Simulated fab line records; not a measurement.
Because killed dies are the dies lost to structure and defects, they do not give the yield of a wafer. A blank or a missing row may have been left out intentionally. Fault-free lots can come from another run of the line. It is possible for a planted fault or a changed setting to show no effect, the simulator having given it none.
fab line records    flow ritCmos
record: lots: 5  wafers: 15  lastDay: 8
route steps=202 shown PRETRO@71 GATE@75
lots that met no fault: taken from a fault-free run of the same line
startH: hours from the record's opening day to when the first of the lot's shown wafers began    waitH: hours elapsed since this lot's preceding step    " unchanged from the row above    L1.1+2: a single row standing in for several wafers    - no value, or no start was given    * or withheld: withheld    < > ~ a bound
route shown NAME@n: names a module that has steps shown in the file, with the first one's number in the route    usual: mean/standard deviation of fault-free wafers    same: alike in all rows    chamber/n: place in a boat    sites: per-site readings    _std_site: their standard deviation    _edge_site: inner sites' mean taken away from outer sites' mean    radiusMm: for every site, how far away it sits from the centre of the wafer    mask NAME#n: copy n    behind: the most recent tool/chamber to have shaped the wafer    hold: why the lot was held/for how many hours/how that ended    device: whichever transistor did not switch (one of n, p or np)    end of line: the tests these same wafers got at the end of their route    a step without rows: its recipe alone    killed: the dies lost at the first sort to structure and to defects; this is not the yield of the wafer    map: the dies of a wafer, with x for killed, . for not killed, _ for no die there
set.NAME: the setting that was run; set.NAME@STEP: the one run at that earlier step    model.NAME: the simulator's own value behind a step, which no gauge read
a table for each step, a row for each wafer; lots at some steps of the route
services: the hour from which a tool's chamber was out of use, counted from the record's first day as startH (under 0 if before that day), plus the number of hours and why
== steps ==
step: RIT_PRETRO_HARDBAKE_07
recipe: resist: NOVOLAK  tempC: 140  timeS: 120
lot.wafer   tool           chamber  startH  waitH
L088.1+5+6  lithoTrack-02  0        102.10  0.0
L089.1+3+5  lithoTrack-03  0        108.04  0.2
L090.2+3+6  lithoTrack-01  0        114.80  0.1
L092.3+4+6  lithoTrack-01  0        122.24  0.1
L097.1+2+4  lithoTrack-02  0        153.74  0.0
step: RIT_PRETRO_IMPLANT_08
recipe: species: B  energyKev: 45  doseCm2: 1.2e+13  tiltDeg: 7
lot.wafer   tool          chamber  startH  waitH
L088.1+5+6  implanter-03  0        102.35  0.2
L089.1+3+5  implanter-01  0        108.29  0.2
L090.2+3+6  implanter-01  0        115.03  0.2
L092.3+4+6  implanter-04  0        122.45  0.2
L097.1+2+4  implanter-03  0        153.99  0.2
step: RIT_PRETRO_STRIP_09
recipe: chemistry: O2  timeS: 180  resist: NOVOLAK  platenTempC: withheld  powerW: 500  pressureMtorr: 4000  o2FlowSccm: 4000
usual: chamberPressureMTorr: 4000/3.9  drypumpMotorCurrentA: 5.8/0.35
lot.wafer  tool            chamber  startH  waitH  chamberPressureMTorr  drypumpMotorCurrentA  rfHoursCounterH
L088.1     plasmaAsher-01  0        102.50  0.1    3999                  5.6                   45
L088.5     "               0        "       "      3999                  5.7                   -
L088.6     "               1        "       "      3998                  5.7                   -
L089.1     plasmaAsher-02  1        108.44  0.1    4001                  6.0                   31
L089.3     "               0        "       "      4002                  6.2                   -
L089.5     "               1        "       "      4000                  6.0                   -
L090.2     plasmaAsher-02  0        115.16  0.1    4001                  6.3                   32
L090.3     "               0        "       "      4002                  6.3                   -
L090.6     "               1        "       "      3993                  6.0                   -
L092.3     plasmaAsher-04  0        122.61  0.1    4001                  5.7                   -
L092.4     "               1        "       "      4000                  5.2                   -
L092.6     "               0        "       "      4006                  5.7                   -
L097.1     plasmaAsher-01  0        154.14  0.1    3998                  5.7                   3
L097.2     "               1        "       "      3999                  5.7                   3
L097.4     "               0        "       "      4000                  5.6                   -
step: RIT_PRETRO_TW_MEAS_10
usual: PRETRO_TW: 473.3/2.2
lot.wafer  tool          chamber  startH  waitH  PRETRO_TW
L088.1     filmMetro-01  -        102.68  0.1    473.9
L088.5     "             -        "       "      475.5
L088.6     "             -        "       "      474.7
L089.1     filmMetro-02  -        108.61  0.1    473.2
L089.3     "             -        "       "      473.3
L089.5     "             -        "       "      472.7
L090.2     filmMetro-01  -        115.34  0.1    475.1
L090.3     "             -        "       "      473.7
L090.6     "             -        "       "      472.4
L092.3     filmMetro-04  -        122.75  0.1    468.8
L092.4     "             -        "       "      471.2
L092.6     "             -        "       "      471.2
L097.1     filmMetro-04  -        154.31  0.1    471.8
L097.2     "             -        "       "      469.9
L097.4     "             -        "       "      471.0
step: RIT_GATE_WET_ETCH_00
recipe: chemistry: BOE  target: SiO2  targetDepthNm: 56  timeS: 60  dry: n2Spin  dilution: 10:1  tempC: 21.5
lot.wafer   tool         chamber  startH  waitH
L088.1+5+6  wetBench-02  0        102.74  0.1
L089.1+3+5  wetBench-02  2        108.67  0.1
L090.2+3+6  wetBench-04  2        115.39  0.0
L092.3+4+6  wetBench-03  3        122.79  0.0
L097.1+2+4  wetBench-03  1        154.37  0.1
step: RIT_GATE_CLEAN_01
recipe: chemistry: SC1  mix: 3:3:50  timeS: 600  tempC: 75
lot.wafer   tool         chamber  startH  waitH
L088.1+5+6  wetBench-04  1        102.76  0.0
L089.1+3+5  wetBench-04  1        108.70  0.0
L090.2+3+6  wetBench-03  0        115.42  0.0
L092.3+4+6  wetBench-02  0        122.84  0.0
L097.1+2+4  wetBench-04  1        154.40  0.0
step: RIT_GATE_CLEAN_02
recipe: chemistry: dHF  dilution: 50:1  timeS: 30
lot.wafer   tool         chamber  startH  waitH
L088.1+5+6  wetBench-02  3        102.94  0.0
L089.1+3+5  wetBench-04  0        109.05  0.0
L090.2+3+6  wetBench-04  0        115.80  0.0
L092.3+4+6  wetBench-04  1        123.02  0.0
L097.1+2+4  wetBench-02  0        154.57  0.0
step: RIT_GATE_CLEAN_03
recipe: chemistry: SC2  mix: 3:3:50  timeS: 600  tempC: 75  dry: n2Spin
lot.wafer   tool         chamber  startH  waitH
L088.1+5+6  wetBench-04  1        102.96  0.0
L089.1+3+5  wetBench-04  0        109.08  0.0
L090.2+3+6  wetBench-02  2        115.81  0.0
L092.3+4+6  wetBench-03  0        123.05  0.0
L097.1+2+4  wetBench-03  3        154.59  0.0
== services ==
tool            chamber  startH  hours  kind
plasmaAsher-01  -        89.30   3.2    repair
plasmaAsher-01  -        108.80  9.0    pm
plasmaAsher-01  0        108.80  9.0    ventCycle
plasmaAsher-01  1        108.80  9.0    ventCycle
plasmaAsher-01  0        117.80  -      clean
plasmaAsher-01  1        117.80  -      clean
== key ==
fault none
